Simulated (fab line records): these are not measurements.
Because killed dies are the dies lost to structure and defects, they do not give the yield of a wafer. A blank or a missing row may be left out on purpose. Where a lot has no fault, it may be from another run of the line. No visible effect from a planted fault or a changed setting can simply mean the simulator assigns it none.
2 desks, one fault ; flow berkeley-cmos170 ; each desk has only its own numbers; what lay behind them comes last

FROM THE METROLOGY DESK
What the gauges read for every lot (on any tool): the sampled wafers with a number, averaged. Any lot whose mean is over 4 standard deviations away from the usual mean is out of limits and marked OUT; that distance is given in the brackets.
Columns: A = cd-nm at UCB170_GATE_CD_MEAS_12, usual 350.5 nm; B = cd-nm at UCB170_GATE_CD_MEAS_90, usual 350.2 nm; C = PLDD_OVL at UCB170_PLDD_OVL_MEAS_07, usual 0 nm; D = PLDD_TW at UCB170_PLDD_TW_MEAS_11, usual 1019; E = PLDD_RS at UCB170_SDANNEAL_RS_MEAS_04, usual 1030 ohm/sq
lot;first seen here;A;B;C;D;E
L277;day 7 21:49;351.0;350.7;-0;1026;1033
L278;day 7 22:00;350.2;350.2;-1;1032;1030
L276;day 7 22:07;349.5;349.6;1;1030;1029
L279;day 7 22:29;350.6;350.8;3;1118 (+7.6) OUT;772 (-86) OUT
L283;day 9 10:23;348.6;348.6;-6;1033;1030
L285;day 9 22:58;350.5;350.1;3;1151 (+10) OUT;770 (-87) OUT
L287;day 9 23:11;350.4;350.6;0;1013;1035
L288;day 9 23:29;350.3;350.2;-3;1025;1028
L289;day 10 11:48;350.8;350.6;2;1023;1031
L293;day 11 16:02;349.3;348.2;-6;1029;1033
L294;day 12 05:17;351.1;351.1;7;1023;1036
L296;day 12 11:07;350.6;350.1;-3;1007;1030
L295;day 12 15:49;350.0;349.5;4;995;1029
L297;day 12 19:58;352.6;352.4;6;1003;1031
This desk reports L279, L285 out of limits; the earliest was L279 at day 8 01:45 (PLDD_TW at UCB170_PLDD_TW_MEAS_11). L277, L278, L276, L283, L287, L288, L289, L293, L294, L296, L295, L297 stayed within limits.

DESK OF THE TOOL OWNER: implanter-03
UCB170_PLDD_IMPLANT_08, tool's own readings: per-lot mean of the sampled wafers with a number, covering each lot this tool ran. Any lot whose mean is over 4 standard deviations away from the usual mean is out of limits and marked OUT; that distance is given in the brackets.
Columns: A = beam-on-s at UCB170_PLDD_IMPLANT_08, usual 9.99 s; B = dose-ions-cm2 at UCB170_PLDD_IMPLANT_08, usual 5e+13; C = faraday-current-uA at UCB170_PLDD_IMPLANT_08, usual 159
lot;first seen here;A;B;C
L278;day 8 00:31;9.79;5e+13;162
L279;day 8 01:23;14.47 (+21) OUT;1e+14 (+99 or more) OUT;211 (+16) OUT
L285;day 10 00:37;14.66 (+22) OUT;1e+14 (+99 or more) OUT;208 (+15) OUT
L294;day 12 07:05;10.16;5e+13;156
L297;day 12 22:44;9.75;5e+13;162
This desk's finding: out of limits on L279, L285; first on L279, day 8 01:23 (beam-on-s at UCB170_PLDD_IMPLANT_08). L278, L294, L297 stayed within limits.

PUT TOGETHER
The tool owner's desk could have raised an alarm at day 8 01:23, on L279, L285.
On L279, L285, the metrology desk was in a position to raise an alarm at day 8 01:45.
Of the lots named, all ran UCB170_PLDD_IMPLANT_08 on implanter-03.

WHAT WAS PUT IN BY THE SIMULATOR
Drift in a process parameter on implanter-03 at UCB170_PLDD_IMPLANT_08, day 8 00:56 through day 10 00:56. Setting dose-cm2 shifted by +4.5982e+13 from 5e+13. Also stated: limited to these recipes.
Shown lots that were struck: L279, L285.
Delay (hours) between the fault's onset and each desk's first out-of-limits reading: 0 at the tool owner's desk, 1 at the metrology desk.
